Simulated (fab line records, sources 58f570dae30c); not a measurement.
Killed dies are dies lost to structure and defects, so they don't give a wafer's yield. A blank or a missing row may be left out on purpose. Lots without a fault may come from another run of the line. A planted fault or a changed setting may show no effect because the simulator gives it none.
Problem report in the 8D (eight disciplines) form, filled by code | flow berkeley_cmos170 | the parts of the form that need people (team, actions taken, sign-off) are left out

1. THE PROBLEM
M2_AL_RS at UCB170_M2_RS_MEAS_02 reads a mean of 0.02963 ohm/sq on 6 wafers of 2 lots; wafers without a fault read 0.03219 ohm/sq with a standard deviation of 0.00028. That is -9.1 standard deviations from the usual mean.
The step: measures by four-point-probe.
First seen on wafer L504.1, day 9 22:15, on film_metro-02. The record holds 42 wafers of 14 lots with a number at this step. Rule for "out", or "out of limits": more than 4 standard deviations from the usual mean. The other wafers with a number count as sound.

2. WHAT IT IS AND WHAT IT IS NOT
question                    | is                           | is not
which readings at this step | M2_AL_RS                     | -
which lots                  | L504, L506                   | L498, L499, L501, L502, L505, L507, L511, L513, L515, L516, L517, L520
which wafers of those lots  | all that have a number       | -
read on which gauges        | film_metro-01, film_metro-02 | film_metro-04
when                        | from day 9 22:15             | up to then (12 sound wafers); but 24 sound wafers of L505, L507, L511, L513, L515, L516, L517, L520 came after

3. SUSPECTS, AND WHAT RULES EACH OUT
Counting: a tool at a process step up to the reading stays a suspect if it ran every lot that is out and no sound lot after the first of them.
- the gauge at UCB170_M2_RS_MEAS_02: ruled out. The wafers that are out were read on 2 gauges (film_metro-01, film_metro-02).
- rie_diel-03 at UCB170_M1_ETCH_11 (etches BARC in N2/H2): ruled out as a lasting fault. Sound lots L505, L513 ran on it after its first lot that is out, L504 (day 9 15:11).
- pvd_sputter-02 at UCB170_M2_SPUTTER_01 (material Al, target thk 900 nm, time 120 s): kept. It ran every lot that is out, first L504 (day 9 22:10), and no sound lot after that; its last sound lot up to then is L502 (day 9 18:35).
Left after counting: pvd_sputter-02 at UCB170_M2_SPUTTER_01.

4. THE CAUSE (what the simulator had put in)
Process parameter drift: pvd_sputter-02, from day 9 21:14 on, at UCB170_M2_SPUTTER_01. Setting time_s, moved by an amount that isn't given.
Counting left only this tool.

5. THE CHAIN OF EFFECTS, in route order
Each row: a reading whose mean over the struck wafers that have a number lies more than 3 standard deviations from the usual. Only readings for which the record gives a usual standard deviation are gone through. hours: the time from each lot's start at the first step in this table that gives one to its start at this step, as a median over the lots. sigmas: the change in usual standard deviations.
hours | step                  | reading   | usual          | on struck wafers | change   | sigmas
0     | UCB170_M2_RS_MEAS_02  | M2_AL_RS  | 0.03219 ohm/sq | 0.02963          | -0.00256 | -9.1
0     | UCB170_M2_THK_MEAS_03 | M2_AL_THK | 897 nm         | 975              | +78      | +7.1

6. WHAT WOULD HAVE CAUGHT IT SOONER
In this record the first reading out of limits at a measuring or inspecting step was taken at day 9 22:15, 1 hour after the fault began at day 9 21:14.
Of the tool readings at UCB170_M2_SPUTTER_01 for which the record gives a usual standard deviation, none was out on any struck wafer, so an alarm limit of 4 standard deviations on them would not have fired.
Of the lots that are out (2), L506 began UCB170_M2_SPUTTER_01 on pvd_sputter-02 after day 9 22:15. A hold on the tool at that time would have spared it.
